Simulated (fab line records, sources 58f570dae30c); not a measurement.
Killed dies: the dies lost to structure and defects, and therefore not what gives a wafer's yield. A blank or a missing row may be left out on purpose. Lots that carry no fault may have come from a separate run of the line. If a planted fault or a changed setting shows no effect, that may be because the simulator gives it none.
Split-lot study | flow berkeley cmos170 | route with 331 steps; 5 lots, 23 wafers read

== ABOUT THE SPLIT ==
At UCB170_GATE_COAT_07 (resist thk 900 nm), the setting spin rpm was moved away from the recipe's 1500 rpm on 6 of the 23 wafers read, by +6.1% to +7.2%. All remaining wafers had this setting at the recipe value.

The reading comes from the split's own step.

== THE READING ==
KrF_of_GATE_COAT_07.thk nm (the simulator's own value, which no gauge read), in nm, at UCB170_GATE_COAT_07 (resist thk 900 nm). No usual value for it is given in the file. Here, 17 wafers ran the recipe; their average is 899.1 nm with a standard deviation of 2.3 nm.

wafer  | tool, chamber at the split | spin rpm as run, rpm | against the recipe | KrF_of_GATE_COAT_07.thk nm, nm | against lot-mates on the recipe
L074.1 | litho track-03, 0          | 1500                 | recipe             | 897.3                          | -
L074.2 | litho track-03, 0          | 1500                 | recipe             | 897.9                          | -
L074.3 | litho track-03, 0          | 1500                 | recipe             | 896.4                          | -
L074.5 | litho track-03, 0          | 1500                 | recipe             | 897.1                          | -
L074.6 | litho track-03, 0          | 1500                 | recipe             | 895.8                          | -
L077.2 | litho track-01, 0          | 1592                 | +6.1%              | 870.7                          | -29.1
L077.3 | litho track-01, 0          | 1500                 | recipe             | 900                            | -
L077.4 | litho track-01, 0          | 1592                 | +6.1%              | 873.7                          | -26.1
L077.5 | litho track-01, 0          | 1500                 | recipe             | 899.6                          | -
L077.6 | litho track-01, 0          | 1592                 | +6.1%              | 872                            | -27.8
L075.2 | litho track-02, 0          | 1500                 | recipe             | 903.7                          | -
L075.3 | litho track-02, 0          | 1500                 | recipe             | 903.2                          | -
L075.5 | litho track-02, 0          | 1500                 | recipe             | 899.2                          | -
L085.1 | litho track-03, 0          | 1500                 | recipe             | 896.7                          | -
L085.2 | litho track-03, 0          | 1608                 | +7.2%              | 867.6                          | -29.9
L085.3 | litho track-03, 0          | 1608                 | +7.2%              | 865.3                          | -32.2
L085.5 | litho track-03, 0          | 1608                 | +7.2%              | 868.3                          | -29.2
L085.6 | litho track-03, 0          | 1500                 | recipe             | 898.4                          | -
L084.1 | litho track-02, 0          | 1500                 | recipe             | 898.9                          | -
L084.2 | litho track-02, 0          | 1500                 | recipe             | 897.7                          | -
L084.3 | litho track-02, 0          | 1500                 | recipe             | 902.7                          | -
L084.4 | litho track-02, 0          | 1500                 | recipe             | 899.1                          | -
L084.6 | litho track-02, 0          | 1500                 | recipe             | 900.5                          | -

THE FIT
A straight line over all 23 wafers: KrF_of_GATE_COAT_07.thk nm changes by -4.42 nm for each +1% of spin rpm; r = -0.99; the points scatter about the line by 2.2 nm.
The same after taking each lot's own level away (the mean of its wafers on the recipe; 23 wafers): -4.35 nm for each +1%; r = -0.99; scatter 1.5 nm.
On that fit, the largest move of spin rpm shifts the reading by 31 nm.
The lots' own levels span 896.90 to 902.03 nm, that is 2.2 times the standard deviation above.
Consequently the slope shifts little with the lot-to-lot level, the two slopes agreeing.
Check: with one of the wafers moved furthest among these (+7.2%) left out of the fit, the line predicts -31.6 nm for it against its lot-mates. It came out at -29.9 nm against them.

== THE OTHER SPLITS THESE WAFERS WENT THROUGH ==
Note: prior to the reading, these wafers also went through further splits. Each is held against what the fit with the lots' levels taken away leaves over:
other split on the same wafers         | wafers away from the commonest value | r with KrF_of_GATE_COAT_07.thk nm (lot level and that fit taken away)
UCB170_START_OXIDATION_02 ox time s    | 10                                   | +0.26
UCB170_NWELL_COAT_07 resist thk nm     | 10                                   | -0.05
UCB170_NWELL_IMPLANT_14 dose cm2       | 7                                    | +0.00
UCB170_ACTIVE_CVD_05 time s            | 15                                   | +0.01
UCB170_ACTIVE_DEVELOP_12 dev temp c    | 12                                   | -0.26
UCB170_PFIELD_IMPLANT_07 dose cm2      | 7                                    | -0.09
UCB170_SCREENOX_OXIDATION_01 ox time s | 18                                   | +0.15
UCB170_NVT_IMPLANT_07 energy kev       | 7                                    | +0.24
UCB170_PVT_COAT_01 resist thk nm       | 7                                    | -0.21

== THE FILE'S OWN FIT ==
KrF_of_GATE_COAT_07.thk nm changes by -4.35 nm for each +1% of spin rpm, r = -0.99.
